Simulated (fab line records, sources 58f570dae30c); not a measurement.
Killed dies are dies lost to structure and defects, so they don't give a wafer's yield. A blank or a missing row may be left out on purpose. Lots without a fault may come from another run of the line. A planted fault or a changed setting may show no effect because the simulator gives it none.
Which tool did it? | flow berkeley_cmos170 | 7 lots, 21 wafers sampled, at 4 steps of a route of 331

WHAT THE GAUGES READ, wafer by wafer
UCB170_M2_RS_MEAS_02: measures by four-point-probe.
lot  | measured     | on            | M2_AL_RS (ohm/sq)
L614 | day 8 07:20  | film_metro-03 | 0.0321 0.0320 0.0321
L616 | day 9 02:19  | film_metro-04 | 0.0319 0.0324 0.0319
L615 | day 9 03:52  | film_metro-01 | 0.0317 0.0318 0.0317
L619 | day 9 15:15  | film_metro-04 | 0.0329 0.0327 0.0326
L622 | day 11 01:15 | film_metro-01 | 0.0319 0.0321 0.0320
L631 | day 12 04:46 | film_metro-04 | 0.0300 0.0301 0.0301 0.0300 0.0301 0.0302
L633 | day 12 07:16 | film_metro-03 | 0.0322 0.0317 0.0319

WHICH TOOL RAN EACH LOT (tool, then ch and the chambers of the sampled wafers, then the start)
lot  | UCB170_M1_STRIP_13                   | UCB170_V1_CMP_02              | UCB170_M2_SPUTTER_01
L614 | plasma_asher-04 ch 0,1, day 8 03:13  | cmp-01 ch 1,2, day 8 04:59    | pvd_sputter-03, day 8 07:16
L616 | plasma_asher-04 ch 0,1, day 8 22:11  | cmp-01 ch 2,3, day 9 00:00    | pvd_sputter-02, day 9 02:12
L615 | plasma_asher-03 ch 0,1, day 8 23:26  | cmp-01 ch 1,2,3, day 9 01:20  | pvd_sputter-02, day 9 03:46
L619 | plasma_asher-03 ch 1, day 9 07:28    | cmp-01 ch 1,2, day 9 10:04    | pvd_sputter-02, day 9 15:10
L622 | plasma_asher-01 ch 0,1, day 10 15:14 | cmp-02 ch 0,2, day 10 20:57   | pvd_sputter-02, day 11 01:08
L631 | plasma_asher-04 ch 0,1, day 12 00:16 | cmp-01 ch 1,2, day 12 02:05   | pvd_sputter-02, day 12 04:40
L633 | plasma_asher-03 ch 0,1, day 12 02:12 | cmp-01 ch 0,1,3, day 12 04:43 | pvd_sputter-03, day 12 07:11
- UCB170_M1_STRIP_13: strips in O2.
- UCB170_V1_CMP_02: polishes SiO2.
- UCB170_M2_SPUTTER_01: material Al, target thk 900 nm, time 120 s.

THE ANSWER, worked out from the rows above alone
Rule: what is usual is taken from the lots themselves. Put in order of their means at a reading, lots are off if they are a third of the lots or fewer, leave a main group of 4 or more, and stand apart from it by a gap of 3 or more times the standard deviation of the main group's means; of several such gaps the widest counts. A main group whose means are all the same, to the digits that the tables above print for the reading, isn't used. A lot without any number at a reading at which 4 lots or more have one is off too. The other lots that the step has rows for count as sound.
Off: L631, at UCB170_M2_RS_MEAS_02 (M2_AL_RS). The main group: mean 0.0321 ohm/sq, standard deviation 0.00031.
A tool fits if, at a process step before that reading, it ran every lot that is off, and no sound lot after the first of them. The gauges at UCB170_M2_RS_MEAS_02 are tried like those tools. Can't be told from this: 3 tools fit, plasma_asher-04 at UCB170_M1_STRIP_13, pvd_sputter-02 at UCB170_M2_SPUTTER_01, film_metro-04 at UCB170_M2_RS_MEAS_02.

WHAT THE SIMULATOR HAD PUT IN
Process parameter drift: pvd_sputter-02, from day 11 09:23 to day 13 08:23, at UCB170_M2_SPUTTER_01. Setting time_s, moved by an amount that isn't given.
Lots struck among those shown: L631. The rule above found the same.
